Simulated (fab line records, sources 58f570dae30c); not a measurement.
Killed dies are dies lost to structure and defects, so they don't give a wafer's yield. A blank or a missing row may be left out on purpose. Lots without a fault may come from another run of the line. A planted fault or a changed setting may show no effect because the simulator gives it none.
Which tool did it? | flow berkeley_cmos170 | 7 lots, 21 wafers sampled, at 4 steps of a route of 331

WHAT THE GAUGES READ, wafer by wafer
UCB170_SDANNEAL_RS_MEAS_05: measures by four-point-probe.
lot  | measured     | on            | NLDD_RS (ohm/sq)
L316 | day 8 20:07  | film_metro-02 | 616.4 615.8 615.7
L318 | day 8 21:11  | film_metro-02 | 614.8 615.8 614.4
L321 | day 9 08:58  | film_metro-03 | 619.0 618.9 618.1
L323 | day 10 03:10 | film_metro-03 | 618.3 618.4 617.8
L328 | day 10 20:49 | film_metro-02 | 617.4 619.3 617.6
L329 | day 11 06:18 | film_metro-04 | 630.9 633.3 630.7
L337 | day 12 19:05 | film_metro-02 | 616.3 616.7 616.3

WHICH TOOL RAN EACH LOT (tool, then ch and the chambers of the sampled wafers, then the start)
lot  | UCB170_NLDD_IMPLANT_09          | UCB170_BACKSIDE_STRIP_03             | UCB170_SDANNEAL_RTA_00
L316 | implanter-01 ch 0, day 8 06:50  | plasma_asher-03 ch 0,1, day 8 19:14  | rtp_anneal-02 ch 0, day 8 19:37
L318 | implanter-03 ch 0, day 8 07:58  | plasma_asher-03 ch 0, day 8 20:08    | rtp_anneal-02 ch 0, day 8 20:42
L321 | implanter-01 ch 0, day 8 19:20  | plasma_asher-01 ch 0,1, day 9 08:13  | rtp_anneal-01 ch 0, day 9 08:29
L323 | implanter-01 ch 0, day 9 14:50  | plasma_asher-01 ch 0,1, day 10 02:22 | rtp_anneal-02 ch 0, day 10 02:40
L328 | implanter-01 ch 0, day 10 03:40 | plasma_asher-03 ch 0,1, day 10 19:52 | rtp_anneal-01 ch 0, day 10 20:19
L329 | implanter-02 ch 0, day 10 18:32 | plasma_asher-03 ch 0,1, day 11 04:53 | rtp_anneal-02 ch 0, day 11 05:49
L337 | implanter-03 ch 0, day 12 06:52 | plasma_asher-03 ch 0,1, day 12 17:29 | rtp_anneal-02 ch 0, day 12 18:14
- UCB170_NLDD_IMPLANT_09
- UCB170_BACKSIDE_STRIP_03: strips in O2.
- UCB170_SDANNEAL_RTA_00: time 10 s.

THE ANSWER, worked out from the rows above alone
Rule: what is usual is taken from the lots themselves. Put in order of their means at a reading, lots are off if they are a third of the lots or fewer, leave a main group of 4 or more, and stand apart from it by a gap of 3 or more times the standard deviation of the main group's means; of several such gaps the widest counts. A main group whose means are all the same, to the digits that the tables above print for the reading, isn't used. A lot without any number at a reading at which 4 lots or more have one is off too. The other lots that the step has rows for count as sound.
Off: L329, at UCB170_SDANNEAL_RS_MEAS_05 (NLDD_RS). The main group: mean 617.1 ohm/sq, standard deviation 1.3.
A tool fits if, at a process step before that reading, it ran every lot that is off, and no sound lot after the first of them. The gauges at UCB170_SDANNEAL_RS_MEAS_05 are tried like those tools. Can't be told from this: 2 tools fit, implanter-02 at UCB170_NLDD_IMPLANT_09, film_metro-04 at UCB170_SDANNEAL_RS_MEAS_05.

WHAT THE SIMULATOR HAD PUT IN
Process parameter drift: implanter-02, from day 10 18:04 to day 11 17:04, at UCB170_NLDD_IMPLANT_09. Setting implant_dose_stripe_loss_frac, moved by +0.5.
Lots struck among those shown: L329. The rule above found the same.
